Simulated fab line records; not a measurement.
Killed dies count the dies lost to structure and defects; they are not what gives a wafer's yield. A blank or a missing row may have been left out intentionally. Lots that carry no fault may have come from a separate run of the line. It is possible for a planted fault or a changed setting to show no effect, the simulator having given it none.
fab line records | flow rit-cmos
[record] lots = 15 wafers = 45 last-day = 7
route steps=202 shown NWELL@37 GATE@84 CONTACT@176
lots with no fault: from the same line, run without faults
start-h: hours from the record's opening day to when the first of the lot's shown wafers began | wait-h: how many hours have passed since the lot's step before this one | " as in the row above | L1.1+2: a single row standing in for several wafers | - no value, or no start given | * or withheld: withheld | < > ~ a bound
route shown NAME@n: names a module that has steps shown in the file, with the first one's number in the route | usual: average and standard deviation across the fault-free wafers | same: alike in all rows | chamber/n: place in a boat | sites: each site's reading | _std_site: their standard deviation | _edge_site: outer sites' mean less inner sites' | radius-mm: for every site, how far away it sits from the centre of the wafer | mask NAME#n: copy n | behind: the most recent tool/chamber to have shaped the wafer | hold: reason for holding the lot/hours on hold/outcome of the hold | device: the transistor (n, p or np) that didn't switch | end of line: the route-end tests of the same wafers | a step without rows: its recipe alone | killed: the dies lost at the first sort to structure and to defects; this is not the yield of the wafer | map: a wafer's dies, marking killed ones x, the rest . and places with no die _
set.NAME: setting as actually run; set.NAME@STEP: the setting as run at that earlier step | model.NAME: the simulator's own value behind a step, which no gauge read
route steps across a sampled set of lots; one table per step, one row per wafer
services: from which hour (start-h, from the record's first day; less than 0 if before it) a tool's chamber was out of use, for how many hours, and why
[[steps]]
[step RIT_NWELL_STRIP_09]
[recipe] chemistry = O2 time-s = 180 resist = NOVOLAK platen-temp-c = withheld power-w = 500 pressure-mtorr = 4000 o2-flow-sccm = 4000
[usual] drypump-motor-current-A = 5.6/0.45
// columns lot.wafer tool chamber start-h wait-h drypump-motor-current-A rf-hours-counter-h
L248.3 plasma-asher-02 1 21.60 0.1 5.8 -
L248.4 " 0 " " 5.5 -
L248.5 " 1 " " 5.8 -
L249.1 plasma-asher-02 0 26.65 0.1 5.5 38
L249.5 " 1 " " 5.8 -
L249.6 " 0 " " 5.5 -
L250.1 plasma-asher-01 1 31.99 0.1 5.7 40
L250.5 " 0 " " 5.7 -
L250.6 " 1 " " 5.7 -
L251.1 plasma-asher-02 1 36.95 0.1 5.8 40
L251.2 " 0 " " 5.5 40
L251.3 " 1 " " 5.8 -
L252.1 plasma-asher-03 1 42.79 0.1 6.1 41
L252.2 " 0 " " 4.7 41
L252.5 " 1 " " 6.1 -
L256.2 plasma-asher-02 1 60.69 0.1 5.9 42
L256.5 " 1 " " 5.9 -
L256.6 " 0 " " 5.5 -
L257.3 plasma-asher-01 0 67.21 0.1 5.7 -
L257.4 " 1 " " 5.7 -
L257.6 " 1 " " 5.7 -
L258.1 plasma-asher-03 0 70.63 0.1 4.7 44
L258.4 " 1 " " 6.1 -
L258.6 " 1 " " 6.1 -
L259.2 plasma-asher-02 0 75.79 0.1 5.5 44
L259.3 " 1 " " 5.8 -
L259.6 " 1 " " 5.8 -
L260.1 plasma-asher-03 1 80.60 0.1 6.1 45
L260.2 " 0 " " 4.8 45
L260.5 " 1 " " 6.1 -
L262.1 plasma-asher-02 1 91.52 0.1 5.8 45
L262.3 " 1 " " 5.8 -
L262.4 " 0 " " 5.5 -
L263.1 plasma-asher-03 1 96.34 0.1 6.1 47
L263.4 " 0 " " 4.7 -
L263.5 " 0 " " 4.7 -
L268.1 plasma-asher-02 0 120.70 0.1 5.5 49
L268.2 " 1 " " 5.9 49
L268.6 " 0 " " 5.5 -
L269.1 plasma-asher-01 0 126.40 0.1 5.7 1
L269.3 " 0 " " 5.7 -
L269.5 " 0 " " 5.7 -
L271.1 plasma-asher-03 1 135.97 0.1 6.1 51
L271.2 " 0 " " 4.7 51
L271.3 " 0 " " 4.8 -
[step RIT_GATE_CVD_08]
[recipe] material = poly-Si target-thk-nm = 250 temp-c = 610 precursor = SiH4 time-s = 2314 pressure-mtorr = 300 sih4-flow-sccm = 100
[usual] spike-tc-load-C = 629/3.4
// columns lot.wafer tool chamber start-h wait-h spike-tc-load-C
L248.3 lpcvd-01 1 37.19 0.0 630
L248.4 " 1 " " 633
L248.5 " 1 " " 632
L249.1 lpcvd-02 1 39.09 0.3 632
L249.5 " 1 " " 630
L249.6 " 1 " " 633
L250.1 lpcvd-01 1 45.26 0.1 632
L250.5 " 1 " " 634
L250.6 " 1 " " 631
L251.1 lpcvd-01 0 49.30 0.1 625
L251.2 " 0 " " 625
L251.3 " 0 " " 626
L252.1 lpcvd-02 1 55.96 0.1 631
L252.2 " 1 " " 631
L252.5 " 1 " " 632
L256.2 lpcvd-01 1 73.56 0.3 629
L256.5 " 1 " " 632
L256.6 " 1 " " 631
L257.3 lpcvd-02 0 79.73 0.0 627
L257.4 " 0 " " 629
L257.6 " 0 " " 629
L258.1 lpcvd-02 1 83.86 0.1 632
L258.4 " 1 " " 631
L258.6 " 1 " " 633
L259.2 lpcvd-01 1 89.05 0.0 632
L259.3 " 1 " " 633
L259.6 " 1 " " 631
L260.1 lpcvd-02 1 93.44 0.1 631
L260.2 " 1 " " 631
L260.5 " 1 " " 633
L262.1 lpcvd-02 1 104.81 0.1 632
L262.3 " 1 " " 631
L262.4 " 1 " " 631
L263.1 lpcvd-02 1 109.09 0.1 630
L263.4 " 1 " " 633
L263.5 " 1 " " 632
L268.1 lpcvd-01 1 133.44 0.1 629
L268.2 " 1 " " 631
L268.6 " 1 " " 631
L269.1 lpcvd-01 0 138.84 0.1 624
L269.3 " 0 " " 625
L269.5 " 0 " " 626
L271.1 lpcvd-01 1 148.29 0.1 632
L271.2 " 1 " " 634
L271.3 " 1 " " 632
[step RIT_GATE_THK_MEAS_09]
[recipe] reads = poly-Si_of_GATE_CVD_08
[usual] GATE_POLY_THK = 260.7/2.5
// columns lot.wafer tool chamber start-h wait-h hold GATE_POLY_THK[nm]
L248.3 film-metro-03 - 38.83 0.0 - 261.5
L248.4 " - " " - 260.7
L248.5 " - " " - 258.6
L249.1 film-metro-03 - 40.70 0.0 - 258.9
L249.5 " - " " - 257.9
L249.6 " - " " - 258.2
L250.1 film-metro-03 - 47.69 0.0 - 266.2
L250.5 " - " " - 265.9
L250.6 " - " " - 265.0
L251.1 film-metro-03 - 50.91 0.0 - 261.6
L251.2 " - " " - 261.1
L251.3 " - " " - 262.3
L252.1 film-metro-01 - 57.58 0.0 - 261.2
L252.2 " - " " - 259.6
L252.5 " - " " - 261.2
L256.2 film-metro-04 - 75.19 0.0 - 258.7
L256.5 " - " " - 260.5
L256.6 " - " " - 260.6
L257.3 film-metro-03 - 81.37 0.0 - 258.5
L257.4 " - " " - 257.2
L257.6 " - " " - 256.8
L258.1 film-metro-01 - 85.48 0.0 - 256.8
L258.4 " - " " - 255.8
L258.6 " - " " - 258.8
L259.2 film-metro-01 - 90.68 0.0 - 262.9
L259.3 " - " " - 261.1
L259.6 " - " " - 262.3
L260.1 film-metro-04 - 95.06 0.0 await-dispo/0.2h/release 351.6
L260.2 " - " " await-dispo/0.2h/release 351.2
L260.5 " - " " await-dispo/0.2h/release 350.2
L260.1 film-metro-04 - 95.28 0.2 - 351.2
L260.2 " - " " - 351.5
L260.5 " - " " - 350.4
L262.1 film-metro-01 - 106.43 0.0 await-dispo/0.2h/release 349.9
L262.3 " - " " await-dispo/0.2h/release 347.9
L262.4 " - " " await-dispo/0.2h/release 349.3
L262.1 film-metro-01 - 106.66 0.2 - 349.6
L262.3 " - " " - 347.7
L262.4 " - " " - 349.1
L263.1 film-metro-04 - 110.71 0.0 await-dispo/0.2h/release 345.9
L263.4 " - " " await-dispo/0.2h/release 346.7
L263.5 " - " " await-dispo/0.2h/release 347.7
L263.1 film-metro-04 - 110.93 0.2 - 346.0
L263.4 " - " " - 346.5
L263.5 " - " " - 347.8
L268.1 film-metro-04 - 137.08 0.0 - 263.1
L268.2 " - " " - 261.2
L268.6 " - " " - 262.5
L269.1 film-metro-01 - 140.46 0.0 - 256.0
L269.3 " - " " - 257.2
L269.5 " - " " - 256.4
L271.1 film-metro-04 - 149.91 0.0 - 262.4
L271.2 " - " " - 264.0
L271.3 " - " " - 263.4
[step RIT_GATE_ETCH_19]
[recipe] chemistry = SF6/CHF3/O2 time-s = 165 SF6_flow_sccm = 30 CHF3_flow_sccm = 30 O2_flow_sccm = 5 target = poly-Si pressure-mtorr = 40 rf-w = 162.4 target-depth-a = 3125 over-etch-frac = 0.25 stop-on = SiO2
[usual] CHF3_flow_sccm = 30.00/0.092 O2_flow_sccm = 5.000/0.016 SF6_flow_sccm = 30.02/0.096 drypump-motor-current-A = 5.8/0.57 oes-product-au = 0.875/0.013 throttle-valve-pct = 10.21/0.14
[same] over-etch-frac = 0.25
// columns lot.wafer tool chamber start-h wait-h CHF3_flow_sccm O2_flow_sccm SF6_flow_sccm drypump-motor-current-A oes-product-au rf-hours-counter-h throttle-valve-pct
L248.3 rie-si-02 2 40.03 0.1 29.94 4.981 29.90 5.0 0.880 80 10.07
L248.4 " 0 " " 30.13 4.973 29.95 5.9 0.853 2 10.21
L248.5 " 2 " " 30.08 4.971 30.05 5.0 0.879 - 10.08
L249.1 rie-si-01 3 42.05 0.1 30.02 4.987 30.03 6.2 0.878 0 10.26
L249.5 " 2 " " 30.01 5.003 30.09 6.8 0.892 - 10.54
L249.6 " 1 " " 30.01 5.003 30.09 6.3 0.881 - 10.24
L250.1 rie-si-02 1 48.90 0.1 29.96 5.000 29.97 5.3 0.868 147 10.11
L250.5 " 1 " " 29.88 5.004 30.14 5.3 0.862 - 10.11
L250.6 " 0 " " 30.05 5.009 30.00 5.8 0.868 - 10.23
L251.1 rie-si-01 2 52.33 0.1 30.13 5.020 29.83 6.8 0.895 141 10.55
L251.2 " 0 " " 30.05 4.996 30.18 5.3 0.877 1 10.28
L251.3 " 1 " " 30.04 4.990 29.83 6.3 0.888 98 10.24
L252.1 rie-si-02 2 58.79 0.1 30.12 5.012 29.98 5.0 0.893 80 10.08
L252.2 " 3 " " 29.74 4.998 30.17 6.2 0.862 92 10.03
L252.5 " 3 " " 29.88 4.998 30.20 6.2 0.866 - 10.02
L256.2 rie-si-02 0 76.67 0.1 29.94 5.020 30.00 5.8 0.844 3 10.23
L256.5 " 2 " " 29.92 5.008 29.91 5.0 0.879 - 10.07
L256.6 " 1 " " 30.09 4.978 30.02 5.3 0.854 - 10.12
L257.3 rie-si-01 1 82.69 0.1 30.22 5.004 29.83 6.3 0.889 98 10.24
L257.4 " 3 " " 30.08 5.016 30.05 6.2 0.871 1 10.27
L257.6 " 0 " " 30.05 5.006 29.88 5.3 0.864 - 10.26
L258.1 rie-si-02 2 86.70 0.1 29.79 4.992 30.12 5.0 0.876 81 10.06
L258.4 " 3 " " 30.13 4.992 29.92 6.3 0.860 93 10.02
L258.6 " 1 " " 30.07 4.985 30.02 5.3 0.843 - 10.12
L259.2 rie-si-01 0 91.88 0.1 29.94 5.007 29.98 5.3 0.870 1 10.28
L259.3 " 3 " " 30.01 4.994 30.11 6.2 0.871 1 10.28
L259.6 " 0 " " 30.04 4.991 29.83 5.2 0.874 - 10.26
L260.1 rie-si-02 0 101.05 0.1 30.06 4.998 30.02 5.8 0.992 3 10.23
L260.2 " 2 " " 29.99 5.000 29.96 5.0 1.039 81 10.06
L260.5 " 2 " " 29.91 4.969 29.86 5.0 1.031 - 10.07
L262.1 rie-si-02 1 113.29 0.1 29.96 5.023 30.18 5.3 1.003 148 10.11
L262.3 " 3 " " 29.89 5.006 29.77 6.2 1.008 93 10.02
L262.4 " 0 " " 29.95 4.985 30.11 5.8 0.986 3 10.23
L263.1 rie-si-01 3 114.71 0.1 30.01 5.013 29.96 6.2 1.019 1 10.27
L263.4 " 0 " " 29.92 4.973 30.03 5.3 1.023 2 10.29
L263.5 " 2 " " 30.18 5.011 29.96 6.8 1.009 - 10.56
L268.1 rie-si-02 3 138.29 0.1 30.01 5.006 30.11 6.2 0.877 93 10.03
L268.2 " 2 " " 29.93 5.015 29.96 5.0 0.880 81 10.08
L268.6 " 3 " " 29.97 4.969 29.93 6.2 0.872 - 10.03
L269.1 rie-si-01 1 141.80 0.1 30.02 4.996 30.08 6.3 0.876 99 10.24
L269.3 " 1 " " 30.01 5.009 29.99 6.3 0.878 - 10.26
L269.5 " 1 " " 29.78 4.989 29.96 6.3 0.882 - 10.25
L271.1 rie-si-01 0 151.15 0.1 29.99 5.006 29.95 5.3 0.876 2 10.28
L271.2 " 3 " " 30.06 4.976 30.07 6.2 0.889 1 10.27
L271.3 " 1 " " 29.90 5.007 30.11 6.3 0.894 99 10.23
[step RIT_CONTACT_CD_MEAS_08]
[recipe] target-cd-nm = 1000
[usual] cd-nm = 1000.8/2
// columns lot.wafer tool chamber start-h wait-h cd-nm
L248.3 cd-sem-01 - 54.71 - 1003.7
L248.4 " - " " 1005.0
L248.5 " - " " 1003.4
L249.1 cd-sem-02 - 56.83 - 998.4
L249.5 " - " " 999.2
L249.6 " - " " 998.4
L250.1 cd-sem-02 - 63.12 - 999.1
L250.5 " - " " 1000.7
L250.6 " - " " 999.8
L251.1 cd-sem-02 - 66.76 - 1003.5
L251.2 " - " " 1004.3
L251.3 " - " " 1001.4
L252.1 cd-sem-01 - 73.44 - 1002.9
L252.2 " - " " 1000.9
L252.5 " - " " 1001.4
L256.2 cd-sem-02 - 91.54 - 1002.6
L256.5 " - " " 1000.6
L256.6 " - " " 1002.0
L257.3 cd-sem-02 - 97.82 - 1001.7
L257.4 " - " " 999.7
L257.6 " - " " 1002.6
L258.1 cd-sem-02 - 102.21 - 1001.0
L258.4 " - " " 998.9
L258.6 " - " " 998.8
L259.2 cd-sem-02 - 107.46 - 999.2
L259.3 " - " " 998.3
L259.6 " - " " 998.0
L268.1 cd-sem-02 - 153.05 - 1001.9
L268.2 " - " " 1003.5
L268.6 " - " " 1004.7
L269.1 cd-sem-01 - 156.39 - 1000.7
L269.3 " - " " 1001.9
L269.5 " - " " 1000.7
L271.1 cd-sem-02 - 165.87 - 1001.4
L271.2 " - " " 1002.0
L271.3 " - " " 1000.9
[step RIT_CONTACT_OVL_MEAS_09]
[usual] CONTACT_OVL = 0.1/1.4
// columns lot.wafer tool chamber start-h wait-h CONTACT_OVL[nm]
L248.3 overlay-02 - 54.81 0.1 0.3
L248.4 " - " " -0.4
L248.5 " - " " 1.8
L249.1 overlay-02 - 56.95 0.1 0.6
L249.5 " - " " 1.9
L249.6 " - " " 1.3
L250.1 overlay-02 - 63.24 0.1 -0.4
L250.5 " - " " 1.8
L250.6 " - " " 1.3
L251.1 overlay-02 - 66.88 0.1 0.0
L251.2 " - " " 3.1
L251.3 " - " " 3.1
L252.1 overlay-01 - 73.56 0.1 -0.3
L252.2 " - " " -0.2
L252.5 " - " " -0.6
L256.2 overlay-01 - 91.64 0.1 -2.4
L256.5 " - " " -1.1
L256.6 " - " " -1.8
L257.3 overlay-02 - 97.91 0.1 0.7
L257.4 " - " " -0.7
L257.6 " - " " 1.4
L258.1 overlay-01 - 102.33 0.1 0.6
L258.4 " - " " 2.4
L258.6 " - " " 1.3
L259.2 overlay-02 - 107.57 0.1 1.2
L259.3 " - " " 1.1
L259.6 " - " " 1.0
L268.1 overlay-02 - 153.17 0.1 -1.6
L268.2 " - " " -2.6
L268.6 " - " " -2.6
L269.1 overlay-02 - 156.51 0.1 -0.9
L269.3 " - " " -0.3
L269.5 " - " " 1.2
L271.1 overlay-02 - 165.99 0.1 -1.4
L271.2 " - " " -1.0
L271.3 " - " " 0.0
[[services]]
// columns tool chamber start-h hours kind
lpcvd-01 - 9.38 0.8 repair
rie-si-02 0 11.03 1.7 repair
plasma-asher-03 - 36.07 1.1 repair
rie-si-02 1 87.32 1.4 repair
rie-si-02 1 92.86 9.1 repair
rie-si-01 2 101.96 10.0 repair
plasma-asher-01 - 108.75 9.0 pm
plasma-asher-01 0 108.75 9.0 vent-cycle
plasma-asher-01 1 108.75 9.0 vent-cycle
plasma-asher-01 0 117.75 - clean
plasma-asher-01 1 117.75 - clean
rie-si-02 2 119.61 5.7 repair
rie-si-02 1 125.27 - clean
rie-si-02 1 125.27 18.6 scheduled-down
rie-si-02 1 125.27 18.6 vent-cycle
rie-si-01 - 128.27 0.7 repair
rie-si-01 3 133.61 10.2 repair
rie-si-01 2 137.09 14.1 repair
[[key]]
[first-sign] step = RIT_GATE_THK_MEAS_09 reading = visit direction = added
[effect] step = RIT_GATE_THK_MEAS_09 reading = GATE_POLY_THK direction = up sigmas = 35 usual = 260.7 struck = 348.9
[effect] step = RIT_GATE_ETCH_19 reading = oes-product-au direction = up sigmas = 10 usual = 0.875 struck = 1.012
met-at RIT_GATE_CVD_08
struck-lots L260,L262,L263
struck-wafers L260.1,L260.2,L260.5,L262.1,L262.3,L262.4,L263.1,L263.4,L263.5
later-rows-left-out L260.1,L260.2,L260.5,L262.1,L262.3,L262.4,L263.1,L263.4,L263.5
sort-left-out L260.1,L260.2,L260.5,L262.1,L262.3,L262.4,L263.1,L263.4,L263.5
tester-left-out L260,L262,L263
not-acting-at RIT_NWELL_STRIP_09,RIT_CONTACT_CD_MEAS_08,RIT_CONTACT_OVL_MEAS_09
onset-between 83.86 93.44
[fault] kind = process-parameter-drift tool = lpcvd-02 chamber = 1 onset-h = 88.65 steps = RIT_GATE_CVD_08 channel = target-thk-nm offset = 84.697 shape = step end-h = 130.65 acts-in = these-recipes-only stated = 250
// tester-left-out: of these lots the tester's yield and bins aren't shown, on N5 and GAA mostly nor the transistor test; their killed dies are dies lost to structure and defects alone, not to doping, threshold or leakage, so they don't give the yield
// sort-left-out: the simulated sort isn't trusted on such a fault, so these wafers' sort isn't shown, and their yield isn't known
// later-rows-left-out: the simulator's readings of these wafers behind a module that went badly wrong aren't trusted and aren't shown, but for the sort
